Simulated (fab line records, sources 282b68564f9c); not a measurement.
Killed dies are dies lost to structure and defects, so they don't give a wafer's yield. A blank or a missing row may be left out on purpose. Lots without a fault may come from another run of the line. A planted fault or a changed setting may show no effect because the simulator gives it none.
A struck lot beside a sound one | flow rit_cmos | 16 steps out of a route of 202
Sound: wafers L582.1, L582.3, L582.5. Struck: wafers L592.3, L592.6. (L592.4 of the same lot was not struck and is left out.) The cause comes at the end.
At each step with rows: each side's tool, then ch and its chambers, then its first start. Under that, the readings that differ: sound wafers | struck wafers | difference of the means | sigmas: that difference in standard deviations of wafers without a fault.
alike: readings whose means differ by less than 2 such deviations, and words and numbers that are the same on both sides. not compared: withheld readings, readings that some wafer has no value for, bounds like >300 that may hide the same value, and numbers for which the record gives no deviation and whose values overlap.
The two part at a step that has a row with sigmas, a row that says differs or no value, or rows on one side only. Numbers that don't overlap but have no deviation are shown without sigmas and don't part them. A reading that every wafer of one side lacks parts them only if that side has two wafers or more.

RIT_SDANNEAL_RTA_03: time 5 s.
  sound on rtp_anneal-01 ch 0, day 3 16:24; struck on rtp_anneal-01 ch 0, day 5 11:57
  alike: wafer_temp_C_max
RIT_SDANNEAL_RS_MEAS_04: measures by four-point-probe.
  sound on film_metro-04, day 3 16:28; struck on film_metro-03, day 5 12:01
  alike: PSD_RS
RIT_SDANNEAL_RS_MEAS_05: measures by four-point-probe.
  sound on film_metro-04, day 3 16:35; struck on film_metro-03, day 5 12:08
  alike: NSD_RS
RIT_SDANNEAL_RS_MEAS_06: measures by four-point-probe.
  sound on film_metro-04, day 3 16:42; struck on film_metro-03, day 5 12:16
  alike: PLDD_RS
RIT_SDANNEAL_RS_MEAS_07: measures by four-point-probe.
  sound on film_metro-04, day 3 16:49; struck on film_metro-03, day 5 12:23
  alike: NLDD_RS
then, 1 step without rows for these wafers: RIT_SILICIDE_WET_ETCH_00 (etches SiO2 in BOE, target depth 14 nm, time 15 s).
RIT_SILICIDE_SPUTTER_01: material Ti, target thk 30 nm, time 240 s.
  sound on pvd_sputter-01, day 3 16:57; struck on pvd_sputter-04, day 5 12:29
  alike: throttle_valve_pct
RIT_SILICIDE_RS_MEAS_02: measures by four-point-probe.
  sound on film_metro-01, day 3 17:06; struck on film_metro-01, day 5 12:40
  alike: SILICIDE_TI_RS
RIT_SILICIDE_THK_MEAS_03: measures by xrf.
  sound on film_metro-01, day 3 17:13; struck on film_metro-01, day 5 12:46
  alike: SILICIDE_TI_THK
RIT_SILICIDE_RTA_04: time 10 s, ramp up 5 s, ramp down 5 s.
  sound on rtp_anneal-02 ch 0, day 3 17:17; struck on rtp_anneal-02 ch 0, day 5 12:50
  alike: wafer_temp_C_max
then, 1 step without rows for these wafers: RIT_SILICIDE_WET_ETCH_05 (etches Ti in SPM, time 120 s).
RIT_SILICIDE_RTA_06: time 10 s, ramp up 5 s, ramp down 10 s.
  sound on rtp_anneal-01 ch 0, day 3 17:23; struck on rtp_anneal-01 ch 0, day 5 12:56
  alike: wafer_temp_C_max
RIT_CONTACT_CVD_00: deposits SiO2 from TEOS, target thk 400 nm, time 61 s.
  sound on pecvd-02 ch 0,1,2, day 3 17:27; struck on pecvd-01 ch 2, day 5 13:01
  alike: heater_power_w
RIT_CONTACT_THK_MEAS_01:
  sound on film_metro-01, day 3 17:30; struck on film_metro-04, day 5 13:05
  reading               | sound       | struck  | difference | sigmas
  CONTACT_TEOS_THK (nm) | 403 399 404 | 354 350 | -50        | -10
then, 1 step without rows for these wafers: RIT_CONTACT_HMDS_02 (prime time 60 s).
RIT_M1_PROBE_99:
  sound on prober-02, day 4 00:32; struck on prober-02, day 5 19:28
  alike: killed_at_front_end, killed_dies, killed_open, killed_short

WHERE THEY PART
Only at RIT_CONTACT_THK_MEAS_01, within this record. Later steps at which nothing parts them and some readings are alike: RIT_M1_PROBE_99.

WHY: what the simulator had put in
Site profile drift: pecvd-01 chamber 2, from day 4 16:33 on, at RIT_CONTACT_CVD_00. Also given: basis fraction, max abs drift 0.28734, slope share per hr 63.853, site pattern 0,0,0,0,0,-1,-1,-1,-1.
